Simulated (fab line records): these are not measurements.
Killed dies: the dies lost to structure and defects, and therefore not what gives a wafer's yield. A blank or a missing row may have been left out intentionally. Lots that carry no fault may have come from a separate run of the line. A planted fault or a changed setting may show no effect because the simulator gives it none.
fab line records | flow rit-cmos
record: lots: 13 | wafers: 39 | last-day: 8
route steps=202 shown FOX2@23 M1@202
lots that met no fault: from a run of the same line without faults
start-h: the number of hours between the record's first day and the start of the first shown wafer of the lot | wait-h: time in hours since the lot's previous step | " same as the row above | L1.1+2: one row covering several wafers at once | - no value, or no start given | * or withheld: withheld | < > ~ a bound
route shown NAME@n: a module of which the file shows steps, and the number in the route of the first | usual: mean/standard deviation taken from wafers without a fault | same: alike in all rows | chamber/n: place in a boat | sites: each site's reading | _std_site: standard deviation across them | _edge_site: the outer-site mean with the inner-site mean subtracted | radius-mm: how far each site lies from the wafer's centre | mask NAME#n: copy n | behind: the tool/chamber that last shaped the wafer | hold: why the lot went on hold/how many hours it stayed there/how the hold came to an end | device: names the non-switching transistor (n, p or np) | end of line: the route-end tests of the same wafers | a step without rows: its recipe alone | killed: the dies lost at the first sort to structure and to defects; this is not the yield of the wafer | map: per-die view of a wafer (x killed, . not killed, _ where there is no die)
set.NAME: setting as actually run; set.NAME@STEP: the setting as run at that earlier step | model.NAME: the simulator's own value behind a step, which no gauge read
a sample of lots followed through the steps of the route, with each step as a table and each wafer as a row
services: a tool's chamber out of use, with start hour (start-h, from the record's first day; less than 0 if before it), hours out, and reason
== steps ==
step: RIT_FOX2_OXIDATION_00
recipe: temp-c: 1100 | ambient: H2O | target-thk-a: 3507 | p-h2o-torr: 720 | ox-time-s: 1130
usual: ox-temp-c: 1100.0/0.43 | tube-center-temp-C: 1100/0.1 | zone-power-centre-pct: 51/5.5 | zone-power-load-pct: 39.0/0.97
lot.wafer | tool       | chamber | start-h | wait-h | ox-temp-c | tube-center-temp-C | zone-power-centre-pct | zone-power-load-pct
L480.1    | furnace-03 | 0       | 21.50   | 1.6    | 1099.5    | 1100               | 40                    | 37.0
L480.2    | "          | 0       | "       | "      | 1100.5    | 1099.9             | 40                    | 37.2
L480.4    | "          | 0       | "       | "      | 1099.4    | 1100               | 40                    | 37.4
L481.2    | furnace-04 | 0       | 27.25   | 1.0    | 1099.8    | 1099.9             | 56                    | 40.5
L481.4    | "          | 0       | "       | "      | 1100.3    | 1100.1             | 57                    | 39.9
L481.6    | "          | 0       | "       | "      | 1100.3    | 1100.1             | 57                    | 40.0
L482.2    | furnace-01 | 0       | 33.32   | 0.7    | 1100.0    | 1100.1             | 47                    | 37.9
L482.3    | "          | 0       | "       | "      | 1099.7    | 1100.1             | 48                    | 37.8
L482.6    | "          | 0       | "       | "      | 1099.7    | 1099.9             | 47                    | 38.1
L483.1    | furnace-04 | 0       | 34.37   | 0.4    | 1100.6    | 1099.9             | 57                    | 40.1
L483.3    | "          | 0       | "       | "      | 1100.5    | 1099.9             | 57                    | 40.0
L483.5    | "          | 0       | "       | "      | 1099.9    | 1099.9             | 57                    | 40.1
L484.2    | furnace-01 | 0       | 42.61   | 2.3    | 1100.1    | 1100.1             | 48                    | 38.5
L484.3    | "          | 0       | "       | "      | 1100.0    | 1100.1             | 48                    | 38.6
L484.6    | "          | 0       | "       | "      | 1099.8    | 1100.1             | 48                    | 38.6
L485.3    | furnace-04 | 0       | 45.71   | 0.3    | 1099.8    | 1100.1             | 56                    | 40.0
L485.4    | "          | 0       | "       | "      | 1099.4    | 1099.9             | 57                    | 40.1
L485.5    | "          | 0       | "       | "      | 1099.8    | 1100               | 57                    | 40.8
L486.1    | furnace-01 | 0       | 48.77   | 0.0    | 1100.2    | 1100               | 48                    | 38.4
L486.4    | "          | 0       | "       | "      | 1100.4    | 1100.1             | 47                    | 38.6
L486.5    | "          | 0       | "       | "      | 1100.5    | 1100.1             | 48                    | 38.5
L489.1    | furnace-04 | 0       | 65.48   | 0.2    | 1100.2    | 1100.2             | 57                    | 40.6
L489.3    | "          | 0       | "       | "      | 1100.2    | 1100               | 56                    | 40.1
L489.5    | "          | 0       | "       | "      | 1100.1    | 1100.1             | 57                    | 40.7
L499.1    | furnace-01 | 0       | 128.12  | 7.7    | 1100.4    | 1100               | 48                    | 38.6
L499.3    | "          | 0       | "       | "      | 1100.2    | 1099.9             | 48                    | 38.1
L499.4    | "          | 0       | "       | "      | 1099.9    | 1100               | 49                    | 37.7
L500.4    | furnace-01 | 0       | 128.12  | 7.7    | 1099.7    | 1100.1             | 47                    | 38.0
L500.5    | "          | 0       | "       | "      | 1099.2    | 1100.1             | 47                    | 38.0
L500.6    | "          | 0       | "       | "      | 1100.0    | 1100.1             | 48                    | 38.0
L501.1    | furnace-01 | 0       | 132.84  | 0.0    | 1099.1    | 1099.9             | 48                    | 38.6
L501.3    | "          | 0       | "       | "      | 1099.7    | 1100.1             | 47                    | 39.1
L501.6    | "          | 0       | "       | "      | 1099.8    | 1099.9             | 47                    | 38.6
L502.1    | furnace-01 | 0       | 132.84  | 0.0    | 1099.9    | 1100.1             | 47                    | 38.8
L502.4    | "          | 0       | "       | "      | 1101.0    | 1100               | 47                    | 38.3
L502.6    | "          | 0       | "       | "      | 1099.9    | 1100               | 47                    | 38.4
L503.1    | furnace-01 | 0       | 141.79  | 1.8    | 1100.2    | 1100.1             | 47                    | 37.6
L503.2    | "          | 0       | "       | "      | 1100.2    | 1100.1             | 47                    | 38.1
L503.5    | "          | 0       | "       | "      | 1100.0    | 1100.2             | 48                    | 38.7
step: RIT_M1_PROBE_99
usual: killed-at-contacts: 0.0/0.2 | killed-at-front-end: 7.0/2.8 | killed-dies: 7.0/2.8 | killed-on-rim: 2.0/1.4 | killed-open: 3.4/1.9 | killed-short: 3.6/2
same: gross-dies: 264 | killed_at_M0_to_M3: 0 | killed_at_M4_up: 0 | killed-at-back-side: 0 | killed-at-other: 0
lot.wafer | tool      | chamber | start-h | wait-h | killed-at-contacts | killed-at-front-end | killed-dies | killed-on-rim | killed-open | killed-short
L485.3    | prober-01 | -       | 90.11   | 0.2    | 0                  | 105                 | 105         | 31            | 1           | 5
L485.4    | prober-01 | -       | 90.16   | 0.2    | 0                  | 121                 | 121         | 30            | 2           | 6
L485.5    | prober-01 | -       | 90.21   | 0.2    | 0                  | 107                 | 107         | 32            | 3           | 1
L489.1    | prober-01 | -       | 112.22  | 0.1    | 0                  | 106                 | 106         | 22            | 5           | 2
L489.3    | prober-01 | -       | 112.32  | 0.2    | 0                  | 104                 | 104         | 22            | 3           | 2
L489.5    | prober-01 | -       | 112.42  | 0.2    | 0                  | 111                 | 111         | 31            | 3           | 6
L499.1    | prober-01 | -       | 171.97  | 0.1    | 0                  | 7                   | 7           | 2             | 4           | 3
L499.3    | prober-01 | -       | 172.07  | 0.2    | 0                  | 7                   | 7           | 2             | 5           | 2
L499.4    | prober-01 | -       | 172.12  | 0.2    | 0                  | 5                   | 5           | 1             | 3           | 2
killed by level:class
L485.3 FOX2:unspecified=99 GATE:geometric-particle:short=5 GATE:geometric-particle:open=1
L485.4 FOX2:unspecified=113 GATE:geometric-particle:short=3 FOX2:geometric-particle:short=1 REOX:geometric-particle:open=1 SPACER:geometric-particle:short=1 SILICIDE:geometric-particle:open=1 SILICIDE:geometric-particle:short=1
L485.5 FOX2:unspecified=103 GATE:geometric-particle:open=2 GATE:geometric-particle:short=1 SILICIDE:geometric-particle:open=1
L489.1 FOX2:unspecified=99 FOX1:geometric-particle:open=1 FOX1:geometric-particle:short=1 FOX2:geometric-particle:open=1 GATE:geometric-particle:open=1 REOX:geometric-particle:open=1 SPACER:geometric-particle:open=1 SILICIDE:geometric-particle:short=1
L489.3 FOX2:unspecified=99 SILICIDE:geometric-particle:open=2 SILICIDE:geometric-particle:short=2 REOX:geometric-particle:open=1
L489.5 FOX2:unspecified=102 REOX:geometric-particle:short=2 SILICIDE:geometric-particle:short=2 FOX1:geometric-particle:open=1 FOX2:geometric-particle:short=1 GATE:geometric-particle:short=1 SPACER:geometric-particle:open=1 SILICIDE:geometric-particle:open=1
L499.1 GATE:geometric-particle:open=3 REOX:geometric-particle:short=2 FOX1:geometric-particle:short=1 SPACER:geometric-particle:open=1
L499.3 GATE:geometric-particle:open=2 SILICIDE:geometric-particle:open=2 FOX2:geometric-particle:open=1 GATE:geometric-particle:short=1 REOX:geometric-particle:short=1
L499.4 SILICIDE:geometric-particle:open=2 GATE:geometric-particle:short=1 REOX:geometric-particle:short=1 REOX:geometric-particle:open=1
== services ==
tool       | chamber | start-h | hours | kind
furnace-03 | -       | 13.11   | 3.3   | pm
furnace-01 | -       | 94.80   | 6.2   | pm
furnace-03 | -       | 108.96  | 3.6   | pm
== key ==
first-sign: step: RIT_M1_PROBE_99 | reading: killed-at-front-end | direction: up | sigmas: 37 | usual: 7.0 | struck: 109
effect: step: RIT_M1_PROBE_99 | reading: killed-dies | direction: up | sigmas: 36 | usual: 7.0 | struck: 109
met-at RIT_FOX2_OXIDATION_00
struck-lots L485,L489
tester-left-out L485,L489
onset-between 34.37 45.71
fault: kind: chamber-particle-source | tool: furnace-04 | chamber: - | onset-h: 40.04 | steps: RIT_FOX2_OXIDATION_00 | rate-per-visit-cm2: 0.95985 | end-h: 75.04
tester-left-out: of these lots the tester's yield and bins aren't shown, on N5 and GAA mostly nor the transistor test; their killed dies are dies lost to structure and defects alone, not to doping, threshold or leakage, so they don't give the yield
